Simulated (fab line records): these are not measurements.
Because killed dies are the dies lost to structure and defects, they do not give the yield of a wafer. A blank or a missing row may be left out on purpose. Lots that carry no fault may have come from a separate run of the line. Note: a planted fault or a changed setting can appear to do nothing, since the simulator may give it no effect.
Which tool did it? -- flow rit-cmos -- 21 wafers from 7 lots sampled at 2 of the route's 202 steps

WHAT EACH GAUGE READ, for each wafer
RIT_SILICIDE_RS_MEAS_02: measures by four-point-probe.
lot,measured,on,SILICIDE_TI_RS (ohm/sq)
L910,day 3 17:38,film-metro-02,48.2 47.9 47.6
L913,day 4 08:20,film-metro-01,47.8 48.8 47.2
L915,day 4 18:41,film-metro-02,47.3 48.5 46.7
L918,day 5 08:59,film-metro-02,20.6 20.3 20.3
L924,day 6 16:16,film-metro-02,49.0 48.6 49.4
L927,day 7 06:31,film-metro-02,47.5 46.5 47.8
L930,day 7 22:23,film-metro-02,48.9 48.3 48.5

WHAT TOOL EACH LOT RAN ON (gives the tool, then ch and the chambers of the sampled wafers, and finally the start)
lot,RIT_SILICIDE_SPUTTER_01
L910,"pvd-sputter-02, day 3 17:29"
L913,"pvd-sputter-03, day 4 08:10"
L915,"pvd-sputter-03, day 4 18:32"
L918,"pvd-sputter-02, day 5 08:30"
L924,"pvd-sputter-02, day 6 16:07"
L927,"pvd-sputter-03, day 7 06:22"
L930,"pvd-sputter-02, day 7 22:13"
- RIT_SILICIDE_SPUTTER_01: material Ti, target thk 30 nm, time 240 s.

THE ANSWER, worked out from the rows above alone
Rule: the lots themselves supply what counts as usual. Put in order of their means at a reading, lots are off if they are a third of the lots or fewer, leave a main group of 4 or more, and stand apart from it by a gap of 3 or more times the standard deviation of the main group's means; of several such gaps the widest counts. A main group is skipped when, at the precision printed for the reading in the tables above, its means are all equal. A lot without any number at a reading at which 4 lots or more have one is off too. Any other lot the step has rows for is counted as sound.
Off: at RIT_SILICIDE_RS_MEAS_02 (SILICIDE_TI_RS), L918. For the main group the mean is 48.0 ohm/sq and the standard deviation 0.59.
A tool fits if, at a process step before that reading, it ran every lot that is off, and no sound lot after the first of them. Those tools and the gauges at RIT_SILICIDE_RS_MEAS_02 are tried in the same way. No candidate that was tried fits.

WHAT THE SIMULATOR PUT IN
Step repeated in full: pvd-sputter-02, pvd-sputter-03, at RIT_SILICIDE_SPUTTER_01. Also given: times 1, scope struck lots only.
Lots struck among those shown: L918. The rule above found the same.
